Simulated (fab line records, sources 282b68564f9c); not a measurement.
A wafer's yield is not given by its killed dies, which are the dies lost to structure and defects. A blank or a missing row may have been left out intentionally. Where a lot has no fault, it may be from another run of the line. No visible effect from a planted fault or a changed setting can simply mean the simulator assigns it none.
A lot that was struck, set against a sound lot || flow ritCmos || 15 steps out of a route of 202
Sound: the wafers L243.1, L243.2, L243.4. Wafers L251.2, L251.5, L251.6 were the ones struck. The cause comes at the end.
At each step with rows: each side's tool, then ch and its chambers, then its first start. Under that, the readings that differ: sound wafers || struck wafers || difference of the means || sigmas: that difference in standard deviations of wafers without a fault.
alike: same words and numbers on both sides, and readings whose means sit less than 2 such deviations apart. not compared: any withheld reading, any reading some wafer has no value for, any bound like >300 that may hide the same value, and any number with overlapping values for which the record gives no deviation.
A row with sigmas, a row that says differs or no value, or rows on one side alone: a step with any of these is where the two part. Numbers that have no deviation but don't overlap get no sigmas and don't part them. Lack of a reading on every wafer of one side parts them only where that side has two or more wafers.

first, 1 step without rows for these wafers: RIT_PLDD_IMPLANT_08.
RIT_PLDD_STRIP_09: strips in O2, time 180 s.
  sound on plasmaAsher-03 ch 0,1, day 4 08:54; struck on plasmaAsher-02 ch 0,1, day 6 09:37
  alike: drypumpMotorCurrentA, o2FlowSccm
  not compared: rfHoursCounterH
RIT_PLDD_TW_MEAS_10:
  struck on filmMetro-04, day 6 09:48; sound on filmMetro-04, day 4 09:05
  alike: PLDD_TW
then, 4 steps without rows for these wafers: RIT_SPACER_CLEAN_00 (cleans in SC1, time 600 s); RIT_SPACER_CLEAN_01 (cleans in dHF, time 30 s); RIT_SPACER_CLEAN_02 (cleans in SC2, time 600 s); RIT_SPACER_CVD_03 (deposits Si3N4 from SiH2Cl2/NH3, target thk 250 nm, time 3300 s).
RIT_SPACER_THK_MEAS_04:
  struck on filmMetro-03, day 6 12:08; sound on filmMetro-03, day 4 11:26
  alike: SPACER_NITRIDE_THK
RIT_SPACER_ETCHBACK_05: etches Si3N4 in SF6/CHF3, stops on SiO2, target depth 250 nm, time 240 s.
  sound on rieDiel-02 ch 0,2,3, day 4 11:30; struck on rieDiel-03 ch 0,1,2, day 6 12:11
  alike: drypumpMotorCurrentA, oesProductAu, throttleValvePct
  not compared: rfHoursCounterH
then, 3 steps without rows for these wafers: RIT_NSD_HMDS_00 (prime time 60 s); RIT_NSD_COAT_01 (resist thk 1000 nm); RIT_NSD_SOFTBAKE_02 (time 60 s).
RIT_NSD_EXPOSE_03: exposes mask M9, target cd 40700 nm.
  sound on ilineStepper-01 ch 0, day 4 12:13; struck on ilineStepper-01 ch 0, day 6 12:49
{"reading": "mask", "sound": "M9#0 M9#0 M9#0", "struck": "M9_R1#0 M9_R1#0 M9_R1#0", "difference": "differs", "sigmas": ""}
  alike: focusOffsetNm
after that, 1 step had no rows for these wafers: RIT_NSD_PEB_04.
RIT_M1_PROBE_99:
  record: rows for the struck wafers here (prober-01, day 6 23:33), none for the sound ones

WHERE THEY PART
Earliest at RIT_NSD_EXPOSE_03; latest, in this record, at RIT_M1_PROBE_99.

WHY: whatever the simulator had introduced
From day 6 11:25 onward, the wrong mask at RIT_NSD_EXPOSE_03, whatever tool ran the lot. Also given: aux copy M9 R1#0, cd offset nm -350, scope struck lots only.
